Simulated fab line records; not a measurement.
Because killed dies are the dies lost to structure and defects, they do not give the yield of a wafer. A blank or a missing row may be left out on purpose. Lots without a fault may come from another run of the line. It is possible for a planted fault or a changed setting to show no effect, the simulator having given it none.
fab line records ; flow ritCmos ; part 2 of 2: steps 29 to 40 of 40
[record] lots = 5; wafers = 15; lastDay = 7
route steps=202 shown ACTIVE@9 FOX1@20 FOX2@23 NWELL@28 PWELL@39
lots with no fault: from the same line, run without faults
startH: hours from the record's opening day to when the first of the lot's shown wafers began ; waitH: how many hours have passed since the lot's step before this one ; " identical to the entry in the row above ; L1.1+2: a row that stands for several wafers ; - no value present, or no start provided ; * or withheld: withheld ; < > ~ a bound
route shown NAME@n: NAME is a module with steps in the file, n the number in the route of the first one ; usual: average and standard deviation across the fault-free wafers ; same: alike in all rows ; chamber/n: place in a boat ; sites: per-site readings ; _std_site: the standard deviation of these ; _edge_site: outer sites' mean less inner sites' ; radiusMm: how far each site lies from the wafer's centre ; mask NAME#n: copy n ; behind: tool/chamber where the wafer was last shaped ; hold: what put the lot on hold/how long, in hours/how the hold closed ; device: which transistor (n, p or np) failed to switch ; end of line: tests run on the same wafers once the route is complete ; step lacking rows: just its recipe ; killed: count of dies lost to structure and defects at first sort (not the wafer's yield) ; map: per-die view of a wafer (x killed, . not killed, _ where there is no die)
set.NAME: the setting as run; set.NAME@STEP: as run at that earlier step ; model.NAME: the simulator's own value behind a step, which no gauge read
a table for each step, a row for each wafer; lots at some steps of the route
services: a tool's chamber out of use, with start hour (startH, from the record's first day; less than 0 if before it), hours out, and reason
[[steps]]
[step RIT_NWELL_STRIP_09]
[recipe] chemistry = O2; timeS = 180; resist = NOVOLAK; platenTempC = withheld; powerW = 500; pressureMtorr = 4000; o2FlowSccm = 4000
[usual] drypumpMotorCurrentA = 5.9/0.54
[same] timeS = 180
lot.wafer;tool;chamber;startH;waitH;drypumpMotorCurrentA;rfHoursCounterH
L075.1;plasmaAsher-01;1;27.51;0.1;6.0;37
L075.2;plasmaAsher-01;0;27.51;0.1;6.6;37
L075.6;plasmaAsher-01;0;27.51;0.1;6.6;-
L082.1;plasmaAsher-04;0;61.57;0.1;6.0;43
L082.2;plasmaAsher-04;1;61.57;0.1;5.2;43
L082.5;plasmaAsher-04;1;61.57;0.1;5.2;-
L090.3;plasmaAsher-04;1;103.39;0.1;5.2;-
L090.5;plasmaAsher-04;0;103.39;0.1;5.9;-
L090.6;plasmaAsher-04;1;103.39;0.1;5.2;-
L093.2;plasmaAsher-01;1;117.56;0.1;6.1;48
L093.3;plasmaAsher-01;1;117.56;0.1;6.1;-
L093.6;plasmaAsher-01;1;117.56;0.1;6.1;-
L096.1;plasmaAsher-03;1;132.66;0.1;5.1;33
L096.2;plasmaAsher-03;0;132.66;0.1;6.1;33
L096.3;plasmaAsher-03;0;132.66;0.1;6.1;-
[step RIT_NWELL_TW_MEAS_10]
[usual] NWELL_TW = 2151/11
lot.wafer;tool;chamber;startH;waitH;NWELL_TW
L075.1;filmMetro-01;-;27.68;0.1;2144
L075.2;filmMetro-01;-;27.68;0.1;2143
L075.6;filmMetro-01;-;27.68;0.1;2146
L082.1;filmMetro-04;-;61.75;0.1;2136
L082.2;filmMetro-04;-;61.75;0.1;2129
L082.5;filmMetro-04;-;61.75;0.1;2139
L090.3;filmMetro-02;-;103.52;0.1;2164
L090.5;filmMetro-02;-;103.52;0.1;2144
L090.6;filmMetro-02;-;103.52;0.1;2145
L093.2;filmMetro-01;-;117.75;0.1;2168
L093.3;filmMetro-01;-;117.75;0.1;2156
L093.6;filmMetro-01;-;117.75;0.1;2158
L096.1;filmMetro-02;-;132.83;0.1;2162
L096.2;filmMetro-02;-;132.83;0.1;2160
L096.3;filmMetro-02;-;132.83;0.1;2159
[step RIT_PWELL_HMDS_00]
[recipe] primeTimeS = 60; primeTempC = 140
[usual] exhaustPa = 45.3/0.77; primeTempC = 140.02/0.14
lot.wafer;tool;chamber;startH;waitH;exhaustPa;primeTempC
L075.1;lithoTrack-03;0;27.74;0.1;44.1;140.09
L075.2;lithoTrack-03;0;27.74;0.1;45.3;140.08
L075.6;lithoTrack-03;0;27.74;0.1;45.7;139.80
L082.1;lithoTrack-04;0;61.87;0.1;44.5;139.86
L082.2;lithoTrack-04;0;61.87;0.1;45.5;140.14
L082.5;lithoTrack-04;0;61.87;0.1;46.6;139.89
L090.3;lithoTrack-04;0;103.61;0.1;46.7;140.01
L090.5;lithoTrack-04;0;103.61;0.1;45.1;139.71
L090.6;lithoTrack-04;0;103.61;0.1;46.4;140.20
L093.2;lithoTrack-03;0;117.82;0.1;44.5;139.88
L093.3;lithoTrack-03;0;117.82;0.1;46.3;140.08
L093.6;lithoTrack-03;0;117.82;0.1;45.0;139.95
L096.1;lithoTrack-02;0;132.89;0.1;44.8;140.01
L096.2;lithoTrack-02;0;132.89;0.1;45.9;139.84
L096.3;lithoTrack-02;0;132.89;0.1;44.5;139.90
[step RIT_PWELL_COAT_01]
[recipe] resist = NOVOLAK; spinRpm = 2000; resistThkNm = 1300
[usual] exhaustPa = 44.9/0.82; spinSpeedRpm = 2000.0/1.3
lot.wafer;tool;chamber;startH;waitH;exhaustPa;spinSpeedRpm
L075.1;lithoTrack-03;0;27.89;0.1;42.2;2000.3
L075.2;lithoTrack-03;0;27.89;0.1;44.5;1998.7
L075.6;lithoTrack-03;0;27.89;0.1;44.9;2000.9
L082.1;lithoTrack-04;0;62.02;0.1;44.6;1997.2
L082.2;lithoTrack-04;0;62.02;0.1;45.3;1998.6
L082.5;lithoTrack-04;0;62.02;0.1;43.1;1997.3
L090.3;lithoTrack-04;0;103.76;0.1;46.2;2000.1
L090.5;lithoTrack-04;0;103.76;0.1;44.2;2001.9
L090.6;lithoTrack-04;0;103.76;0.1;45.4;1999.6
L093.2;lithoTrack-03;0;117.97;0.1;45.4;2001.2
L093.3;lithoTrack-03;0;117.97;0.1;44.0;1999.1
L093.6;lithoTrack-03;0;117.97;0.1;43.4;1998.2
L096.1;lithoTrack-02;0;133.04;0.1;45.2;2000.1
L096.2;lithoTrack-02;0;133.04;0.1;43.5;2000.0
L096.3;lithoTrack-02;0;133.04;0.1;45.7;1997.9
[step RIT_PWELL_SOFTBAKE_02]
[recipe] resist = NOVOLAK; tempC = 90; timeS = 60
[usual] exhaustPa = 45.1/0.91
[same] timeS = 60
lot.wafer;tool;chamber;startH;waitH;exhaustPa
L075.1;lithoTrack-03;0;28.04;0.1;45.7
L075.2;lithoTrack-03;0;28.04;0.1;45.2
L075.6;lithoTrack-03;0;28.04;0.1;45.8
L082.1;lithoTrack-04;0;62.17;0.1;46.9
L082.2;lithoTrack-04;0;62.17;0.1;45.1
L082.5;lithoTrack-04;0;62.17;0.1;45.8
L090.3;lithoTrack-04;0;103.91;0.1;44.2
L090.5;lithoTrack-04;0;103.91;0.1;45.1
L090.6;lithoTrack-04;0;103.91;0.1;44.6
L093.2;lithoTrack-03;0;118.12;0.1;44.4
L093.3;lithoTrack-03;0;118.12;0.1;44.2
L093.6;lithoTrack-03;0;118.12;0.1;44.9
L096.1;lithoTrack-02;0;133.19;0.1;45.4
L096.2;lithoTrack-02;0;133.19;0.1;45.5
L096.3;lithoTrack-02;0;133.19;0.1;47.0
[step RIT_PWELL_EXPOSE_03]
[recipe] maskId = M3; na = 0.57; targetCdNm = 43700; doseMj = 250
lot.wafer;tool;chamber;startH;waitH;mask
L075.1+2+6;ilineStepper-01;0;28.19;0.1;M3#0
L082.1+2+5;ilineStepper-01;0;62.45;0.2;M3#0
L090.3+5+6;ilineStepper-01;0;104.05;0.1;M3#0
L093.2+3+6;ilineStepper-01;0;118.39;0.2;M3#0
L096.1+2+3;ilineStepper-02;0;133.47;0.2;M3#0
[step RIT_PWELL_PEB_04]
[recipe] resist = NOVOLAK; tempC = withheld; timeS = withheld
[usual] exhaustPa = 44.9/0.88
lot.wafer;tool;chamber;startH;waitH;exhaustPa
L075.1;lithoTrack-02;0;28.31;0.1;44.7
L075.2;lithoTrack-02;0;28.31;0.1;45.4
L075.6;lithoTrack-02;0;28.31;0.1;46.3
L082.1;lithoTrack-02;0;62.56;0.1;44.2
L082.2;lithoTrack-02;0;62.56;0.1;44.6
L082.5;lithoTrack-02;0;62.56;0.1;44.8
L090.3;lithoTrack-03;0;104.18;0.1;45.0
L090.5;lithoTrack-03;0;104.18;0.1;44.9
L090.6;lithoTrack-03;0;104.18;0.1;46.1
L093.2;lithoTrack-02;0;118.51;0.1;44.8
L093.3;lithoTrack-02;0;118.51;0.1;44.5
L093.6;lithoTrack-02;0;118.51;0.1;45.6
L096.1;lithoTrack-02;0;133.58;0.1;44.5
L096.2;lithoTrack-02;0;133.58;0.1;45.8
L096.3;lithoTrack-02;0;133.58;0.1;45.8
[step RIT_PWELL_DEVELOP_05]
[recipe] resist = NOVOLAK; developTimeS = 68; devTempC = 23
[usual] exhaustPa = 44.8/0.95
lot.wafer;tool;chamber;startH;waitH;exhaustPa
L075.1;lithoTrack-02;0;-;-;43.5
L075.2;lithoTrack-02;0;-;-;43.7
L075.6;lithoTrack-02;0;-;-;42.6
L082.1;lithoTrack-02;0;-;-;45.7
L082.2;lithoTrack-02;0;-;-;45.0
L082.5;lithoTrack-02;0;-;-;45.8
L090.3;lithoTrack-03;0;-;-;44.5
L090.5;lithoTrack-03;0;-;-;43.9
L090.6;lithoTrack-03;0;-;-;44.4
L093.2;lithoTrack-02;0;-;-;47.0
L093.3;lithoTrack-02;0;-;-;45.8
L093.6;lithoTrack-02;0;-;-;46.1
L096.1;lithoTrack-02;0;-;-;45.2
L096.2;lithoTrack-02;0;-;-;44.2
L096.3;lithoTrack-02;0;-;-;46.7
[step RIT_PWELL_OVL_MEAS_06]
[usual] PWELL_OVL = 1.3/1.3
lot.wafer;tool;chamber;startH;waitH;PWELL_OVL[nm]
L075.1;overlay-01;-;28.62;-;-2.6
L075.2;overlay-01;-;28.62;-;-0.2
L075.6;overlay-01;-;28.62;-;-0.1
L082.1;overlay-02;-;62.88;-;-0.6
L082.2;overlay-02;-;62.88;-;-0.1
L082.5;overlay-02;-;62.88;-;1.5
L090.3;overlay-01;-;104.46;-;1.2
L090.5;overlay-01;-;104.46;-;1.1
L090.6;overlay-01;-;104.46;-;3.1
L093.2;overlay-02;-;118.81;-;-0.2
L093.3;overlay-02;-;118.81;-;0.5
L093.6;overlay-02;-;118.81;-;0.9
L096.1;overlay-01;-;133.90;-;1.0
L096.2;overlay-01;-;133.90;-;2.3
L096.3;overlay-01;-;133.90;-;3.1
[step RIT_PWELL_HARDBAKE_07]
[recipe] resist = NOVOLAK; tempC = 140; timeS = 120
[usual] exhaustPa = 45.0/0.91
[same] timeS = 120
lot.wafer;tool;chamber;startH;waitH;exhaustPa
L075.1;lithoTrack-04;0;28.66;0.0;44.9
L075.2;lithoTrack-04;0;28.66;0.0;45.8
L075.6;lithoTrack-04;0;28.66;0.0;47.0
L082.1;lithoTrack-02;0;62.91;0.0;44.7
L082.2;lithoTrack-02;0;62.91;0.0;44.6
L082.5;lithoTrack-02;0;62.91;0.0;44.2
L090.3;lithoTrack-04;0;104.56;0.1;46.2
L090.5;lithoTrack-04;0;104.56;0.1;46.0
L090.6;lithoTrack-04;0;104.56;0.1;45.5
L093.2;lithoTrack-04;0;118.88;0.1;45.0
L093.3;lithoTrack-04;0;118.88;0.1;47.0
L093.6;lithoTrack-04;0;118.88;0.1;45.1
L096.1;lithoTrack-04;0;133.93;0.0;44.0
L096.2;lithoTrack-04;0;133.93;0.0;44.7
L096.3;lithoTrack-04;0;133.93;0.0;43.7
[step RIT_PWELL_IMPLANT_08]
[recipe] species = B; energyKev = 170; doseCm2 = 7e+13; tiltDeg = 7.294
lot.wafer;tool;chamber;startH;waitH
L075.1+2+6;implanter-04;0;28.91;0.2
L082.1+2+5;implanter-03;0;63.16;0.2
L090.3+5+6;implanter-03;0;104.78;0.2
L093.2+3+6;implanter-02;0;119.11;0.2
L096.1+2+3;implanter-04;0;134.18;0.2
[step RIT_PWELL_STRIP_09]
[recipe] chemistry = O2; timeS = 180; resist = NOVOLAK; platenTempC = withheld; powerW = 500; pressureMtorr = 4000; o2FlowSccm = 4000
[usual] drypumpMotorCurrentA = 5.8/0.78
[same] timeS = 180
lot.wafer;tool;chamber;startH;waitH;drypumpMotorCurrentA;rfHoursCounterH
L075.1;plasmaAsher-01;0;29.06;0.1;6.6;38
L075.2;plasmaAsher-01;1;29.06;0.1;6.0;38
L075.6;plasmaAsher-01;1;29.06;0.1;6.0;-
L082.1;plasmaAsher-02;0;63.31;0.1;4.6;42
L082.2;plasmaAsher-02;1;63.31;0.1;6.4;42
L082.5;plasmaAsher-02;0;63.31;0.1;4.6;-
L090.3;plasmaAsher-01;0;104.94;0.1;6.6;-
L090.5;plasmaAsher-01;0;104.94;0.1;6.6;-
L090.6;plasmaAsher-01;1;104.94;0.1;6.1;-
L093.2;plasmaAsher-02;0;119.24;0.1;4.6;0
L093.3;plasmaAsher-02;1;119.24;0.1;6.4;-
L093.6;plasmaAsher-02;0;119.24;0.1;4.6;-
L096.1;plasmaAsher-02;1;134.33;0.1;6.4;2
L096.2;plasmaAsher-02;0;134.33;0.1;4.6;2
L096.3;plasmaAsher-02;1;134.33;0.1;6.4;-
[[services]]
tool;chamber;startH;hours;kind
implanter-02;-;-4.15;1.7;repair
implanter-02;-;7.87;2.8;repair
rieDiel-04;3;8.24;33.4;repair
ilineStepper-02;-;13.34;2.1;pm
rieDiel-02;-;18.54;14.6;pm
furnace-03;-;25.42;3.8;repair
implanter-02;-;26.69;2.4;repair
furnace-01;-;34.11;3.3;pm
rieDiel-04;0;40.23;6.9;repair
rieDiel-02;1;43.86;9.4;repair
plasmaAsher-04;-;52.09;2.0;repair
plasmaAsher-04;-;81.01;2.8;pm
implanter-03;-;86.60;14.4;repair
rieDiel-02;0;87.69;5.5;repair
rieDiel-01;-;92.12;0.7;repair
implanter-02;-;104.84;1.1;repair
plasmaAsher-02;-;108.75;9.0;pm
ilineStepper-02;-;110.15;1.7;pm
plasmaAsher-03;-;111.20;2.5;repair
implanter-02;-;111.78;1.7;repair
ilineStepper-01;-;113.32;1.7;pm
rieDiel-01;-;115.59;14.6;pm
ilineStepper-02;-;119.40;11.1;repair
rieDiel-02;0;125.95;1.6;repair
